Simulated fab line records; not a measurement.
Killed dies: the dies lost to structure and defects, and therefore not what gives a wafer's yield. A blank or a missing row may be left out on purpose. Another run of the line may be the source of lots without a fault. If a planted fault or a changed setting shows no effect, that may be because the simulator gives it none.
Code-filled problem report in 8D (eight disciplines) form	flow rit cmos	the parts of the form that need people (team, actions taken, sign-off) are left out

== 1. THE PROBLEM ==
At RIT_M1_PROBE_99, killed at front end averages 36.8 over 6 wafers from 2 lots, while fault-free wafers read 6.3, standard deviation 2.9. That is +11 standard deviations from the usual mean.
The first sign was on wafer L115.2 at day 5 07:23, on prober-02. The record holds 6 wafers of 2 lots with a number at this step. By rule, "out" or "out of limits" means more than 4 standard deviations away from the usual mean. Any other wafer with a number is counted as sound.

== 2. WHAT IT IS; WHAT IT IS NOT ==
question	is	is not
which readings at this step	killed at front end, killed dies	killed open, killed short
which lots	L115, L117	-
which wafers of those lots	all that have a number	-
read on which tools	prober-02	-
when	from day 5 07:23	up to then (0 sound wafers)

== 3. THE SUSPECTS, EACH WITH WHAT RULES IT OUT ==
Counting: a tool stays on the suspect list if, at a process step up to the reading, it processed all lots that are out and no sound lot following the first of them.
- rie si-01 at RIT_GATE_ETCH_19 (etches poly-Si in SF6/CHF3/O2, stops on SiO2, time 165 s, target depth 312.5 nm): kept. It ran every lot that is out, first L115 (day 4 11:07), and no sound lot after that.
- prober-02 at RIT_M1_PROBE_99: kept. It ran every lot that is out, first L115 (day 5 07:23), and no sound lot after that. Out on those wafers are its own readings of killed at front end, killed dies.
After counting, rie si-01 at RIT_GATE_ETCH_19 and prober-02 at RIT_M1_PROBE_99 remain.

== 4. THE CAUSE (what the simulator had put in) ==
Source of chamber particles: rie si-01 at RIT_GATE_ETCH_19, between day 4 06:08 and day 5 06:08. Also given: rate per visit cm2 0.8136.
This tool is one of the 2 suspects left after counting.

== 5. THE CHAIN OF EFFECTS, in route order ==
One row per reading whose mean, taken over the struck wafers that have a number, lies over 3 standard deviations from the usual. Readings are gone through only where the record gives a usual standard deviation; hours: the median, over the lots, of the time from a lot's start at the first step in this table giving one to that lot's start at this step; sigmas: the change measured in usual standard deviations.
hours	step	reading	usual	on struck wafers	change	sigmas
0	RIT_M1_PROBE_99	killed at front end	6.3	36.8	+30.5	+11
0	RIT_M1_PROBE_99	killed dies	6.4	37.0	+30.6	+11
Here are the process steps it includes:
- RIT_M1_PROBE_99

== 6. HOW IT WOULD HAVE BEEN CAUGHT EARLIER ==
25 hours passed between the start of the fault at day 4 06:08 and the first reading out of limits in this record, taken at day 5 07:23.
Tool readings at RIT_GATE_ETCH_19 with a usual standard deviation given in the record: none out on any struck wafer, hence no alarm at a limit of 4 standard deviations on them.
Lots out: 2; all had begun RIT_GATE_ETCH_19 on rie si-01 by day 5 07:23. A hold on the tool at that time would have spared none of them.
